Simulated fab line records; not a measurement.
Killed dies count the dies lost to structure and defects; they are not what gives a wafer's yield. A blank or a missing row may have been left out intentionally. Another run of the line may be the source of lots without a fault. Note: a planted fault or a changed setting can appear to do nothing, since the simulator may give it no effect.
2 desks, one fault    flow berkeley-cmos170    each desk holds nothing but its own numbers, with what lay behind them at the end

FOR THE TOOL OWNER'S DESK: rie-diel-01
The tool's own readings at UCB170_SPACER_ETCHBACK_03 (etches SiO2 in CHF3/CF4/Ar, stops on Si, target depth 376 nm, time 100 s): means of the sampled wafers that have a number, for each lot that ran on this tool. If a lot's mean is further than 4 standard deviations from the usual mean, the lot is out of limits and carries the mark OUT (the distance appears in the brackets).
Columns: A = CHF3_flow_sccm at UCB170_SPACER_ETCHBACK_03, usual 50.03 sccm; B = drypump-motor-current-A at UCB170_SPACER_ETCHBACK_03, usual 5.4 A; C = oes-product-au at UCB170_SPACER_ETCHBACK_03, usual 0.902 a.u.; D = run-length-s at UCB170_SPACER_ETCHBACK_03, usual 128.2 s; E = throttle-valve-pct at UCB170_SPACER_ETCHBACK_03, usual 6.50 %
lot   first seen here  A      B    C      D                E
L562  day 8 05:57      49.97  5.0  0.889  128.1            6.40
L564  day 8 14:51      50.32  5.0  0.912  128.2            6.40
L566  day 8 21:54      49.82  5.4  0.906  128.3            6.41
L569  day 9 12:50      50.01  5.1  0.897  128.1            6.39
L571  day 10 02:11     49.93  5.2  0.890  128.2            6.39
L573  day 10 12:36     50.09  5.5  0.931  120.1 (-23) OUT  6.42
This desk's finding: out of limits on L573; first on L573, day 10 12:36 (run-length-s at UCB170_SPACER_ETCHBACK_03). Within limits: L562, L564, L566, L569, L571.

AT THE METROLOGY DESK
What the gauges read, lot by lot, whatever tool the lot ran on: means of the sampled wafers that have a number. If a lot's mean is further than 4 standard deviations from the usual mean, the lot is out of limits and carries the mark OUT (the distance appears in the brackets).
Columns: A = PFIELD_TW at UCB170_PFIELD_TW_MEAS_09, usual 601
lot   first seen here  A
L561  day 5 11:42      597
L562  day 5 11:59      591
L564  day 5 18:36      591
L565  day 6 01:28      608
L566  day 6 02:01      612
L569  day 6 21:02      594
L570  day 6 21:52      596
L572  day 7 06:07      606
L571  day 7 06:13      589
L575  day 8 01:58      593
L573  day 8 02:13      600
L580  day 9 02:56      607
L582  day 9 15:51      609
This desk's finding: nothing out of limits on any of the 13 lots.

ALL TOGETHER
The tool owner's desk had the chance to raise an alarm at day 10 12:36 on L573.
From the metrology desk's view, nothing was out of limits.
The metrology desk has L573 on record, within its limits.
On rie-diel-01, each named lot ran UCB170_SPACER_ETCHBACK_03.

WHAT THE SIMULATOR HAD INSERTED
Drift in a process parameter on rie-diel-01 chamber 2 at UCB170_SPACER_ETCHBACK_03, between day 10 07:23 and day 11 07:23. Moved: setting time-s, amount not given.
Shown lots that were struck: L573.
Time in hours from fault onset to the first out-of-limits reading at each desk: the tool owner's desk, 5.
